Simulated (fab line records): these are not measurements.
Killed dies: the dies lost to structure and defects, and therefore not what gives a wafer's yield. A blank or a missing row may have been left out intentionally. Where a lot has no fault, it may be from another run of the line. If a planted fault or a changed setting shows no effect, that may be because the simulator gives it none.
Split-lot trial -- flow rit cmos -- 5 lots, 23 wafers read, on a route of 202 steps

== ON THE SPLIT ==
At RIT_ACTIVE_ETCH_13 (etches Si3N4 in SF6, stops on SiO2, time 210 s, target depth 210 nm), the setting rf w was moved away from the recipe's 125 W on 7 of the 23 wafers read, by -6.7% to +9.8%. This setting was run at the recipe's value on the other wafers.

== FROM THE SPLIT TO THE READING: what the file shows between them, 2 steps ==
- RIT_ACTIVE_STRIP_14: strips in O2, time 180 s
- RIT_FOX2_CLEAN_02: cleans in dHF, time 180 s

== THE READING ==
SiO2_of_ACTIVE_OXIDATION_01.thk nm (the simulator's own value, which no gauge read), in nm, at RIT_FOX2_WET_ETCH_03 (etches Si3N4 in H3PO4, target depth 195 nm, time 2738 s). The file does not state a usual value for it. Average 39.81 nm, standard deviation 0.69 nm, over the 16 wafers here run with the recipe.

wafer,"tool, chamber at the split","rf w as run, W",against the recipe,"SiO2_of_ACTIVE_OXIDATION_01.thk nm, nm",against lot-mates on the recipe
L079.1,"rie diel-03, 0",125,recipe,39.39,-
L079.3,"rie diel-03, 3",116.6,-6.7%,41.02,+2.16
L079.4,"rie diel-03, 1",125,recipe,38.33,-
L079.5,"rie diel-03, 0",116.6,-6.7%,40.36,+1.50
L079.6,"rie diel-03, 3",116.6,-6.7%,40.32,+1.46
L081.1,"rie diel-03, 3",134.9,+7.9%,35.19,-4.67
L081.2,"rie diel-03, 1",125,recipe,39.17,-
L081.3,"rie diel-03, 2",125,recipe,40.68,-
L081.4,"rie diel-03, 0",125,recipe,39.74,-
L081.5,"rie diel-03, 1",134.9,+7.9%,34.87,-4.99
L082.1,"rie diel-04, 0",125,recipe,40.15,-
L082.2,"rie diel-04, 2",125,recipe,39.97,-
L082.3,"rie diel-04, 3",125,recipe,40.79,-
L082.5,"rie diel-04, 3",125,recipe,40.46,-
L082.6,"rie diel-04, 2",125,recipe,39.77,-
L084.3,"rie diel-04, 3",125,recipe,40.03,-
L084.4,"rie diel-04, 0",125,recipe,40.39,-
L084.6,"rie diel-04, 3",125,recipe,40.49,-
L085.1,"rie diel-04, 2",137.3,+9.8%,33.81,-5.41
L085.2,"rie diel-04, 3",125,recipe,39.85,-
L085.3,"rie diel-04, 1",125,recipe,39.03,-
L085.4,"rie diel-04, 0",125,recipe,38.77,-
L085.6,"rie diel-04, 1",137.3,+9.8%,32.68,-6.54

FIT RESULTS
A straight line over all 23 wafers: SiO2_of_ACTIVE_OXIDATION_01.thk nm changes by -0.465 nm for each +1% of rf w; r = -0.88; the points scatter about the line by 1.2 nm.
The same after taking each lot's own level away (the mean of its wafers on the recipe; 23 wafers): -0.489 nm for each +1%; r = -0.95; scatter 0.78 nm.
On that fit, the largest move of rf w shifts the reading by 4.8 nm.
From 38.860 to 40.303 nm: that is the span of the lots' own levels, equal to 2.1 times the standard deviation above.
Consequently the slope shifts little with the lot-to-lot level, the two slopes agreeing.
Check: -5.15 nm against its lot-mates is what the line predicts for one of the wafers moved furthest among these (+9.8%) when that wafer is left out of the fit. It came out at -5.41 nm against them.

== THE WHOLE CHAIN: every reading that the file lists as answering this split, in the file's order ==
step,what it does,reading,change (the file's fit),r (the file's)
RIT_ACTIVE_ETCH_13,"etches Si3N4 in SF6, stops on SiO2, time 210 s, target depth 210 nm","NOVOLAK_of_ACTIVE_COAT_06.thk nm (the simulator's own value, which no gauge read)",-2.32 nm for each +1% of the setting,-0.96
RIT_ACTIVE_ETCH_13,"etches Si3N4 in SF6, stops on SiO2, time 210 s, target depth 210 nm","SiO2_of_ACTIVE_OXIDATION_01.thk nm (the simulator's own value, which no gauge read)",-0.599 nm for each +1% of the setting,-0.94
RIT_ACTIVE_ETCH_13,"etches Si3N4 in SF6, stops on SiO2, time 210 s, target depth 210 nm","ACTIVE.feature depth nm (the simulator's own value, which no gauge read)",+0.612 nm for each +1% of the setting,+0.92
RIT_FOX2_WET_ETCH_03,"etches Si3N4 in H3PO4, target depth 195 nm, time 2738 s","SiO2_of_ACTIVE_OXIDATION_01.thk nm (the simulator's own value, which no gauge read)",-0.53 nm for each +1% of the setting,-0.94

== THE FILE'S OWN FIT ==
SiO2_of_ACTIVE_OXIDATION_01.thk nm changes by -0.53 nm for each +1% of rf w, r = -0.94.
